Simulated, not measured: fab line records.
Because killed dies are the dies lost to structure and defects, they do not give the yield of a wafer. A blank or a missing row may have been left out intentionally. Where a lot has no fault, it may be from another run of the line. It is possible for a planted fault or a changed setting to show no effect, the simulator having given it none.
The same fault as seen by 2 desks + flow ritCmos + each desk has only its own numbers; what lay behind them comes last

## METROLOGY DESK
Lot by lot, what the gauges showed, no matter which tool ran the lot: averages of those sampled wafers that carry a number. Any lot whose mean is over 4 standard deviations away from the usual mean is out of limits and marked OUT; that distance is given in the brackets.
Columns: A = PSD_OVL at RIT_PSD_OVL_MEAS_06, usual -0.3 nm; B = M1_AL_RS at RIT_M1_RS_MEAS_01, usual 0.0748 ohm/sq
| lot  | first seen here | A    | B      |
|------|-----------------|------|--------|
| L238 | day 3 04:07     | 0.4  | 0.0742 |
| L239 | day 3 11:16     | 0.1  | 0.0739 |
| L240 | day 3 16:17     | -0.4 | 0.0748 |
| L241 | day 3 18:34     | 1.5  | 0.0754 |
| L243 | day 4 03:01     | -0.1 | 0.0734 |
| L244 | day 4 06:22     | -1.9 | 0.0753 |
| L246 | day 4 17:04     | 0.6  | 0.0743 |
| L247 | day 5 00:02     | -1.0 | 0.0743 |
| L248 | day 5 04:42     | -1.0 | 0.0747 |
| L252 | day 6 00:00     | 1.3  | 0.0745 |
| L255 | day 6 14:28     | -0.7 | 0.0747 |
| L256 | day 6 18:49     | -0.0 | 0.0751 |
| L258 | day 7 04:46     | 1.2  | 0.0760 |
| L259 | day 7 21:16     | -0.1 | 0.0742 |
| L260 | day 8 03:01     | -2.9 | 0.0750 |
This desk's verdict: no lot among the 15 shows anything out of limits.

## DESK OF THE TOOL OWNER: lithoTrack-04
The tool's own readings at RIT_NLDD_DEVELOP_05 (develop time 50 s): means of the sampled wafers that have a number, for each lot that ran on this tool. Any lot whose mean is over 4 standard deviations away from the usual mean is out of limits and marked OUT; that distance is given in the brackets.
Columns: A = chillPlateTempC at RIT_NLDD_DEVELOP_05, usual 22.99 C
| lot  | first seen here | A     |
|------|-----------------|-------|
| L238 | day 2 20:00     | 22.86 |
| L240 | day 3 09:00     | 22.93 |
| L256 | day 6 11:00     | 23.03 |
| L259 | day 7 02:00     | 22.90 |
This desk's verdict: no lot among the 4 shows anything out of limits.

## PUT TOGETHER
Metrology desk: nothing out of limits seen.
The desk of the tool owner found nothing out of limits.

## WHAT THE SIMULATOR PUT IN
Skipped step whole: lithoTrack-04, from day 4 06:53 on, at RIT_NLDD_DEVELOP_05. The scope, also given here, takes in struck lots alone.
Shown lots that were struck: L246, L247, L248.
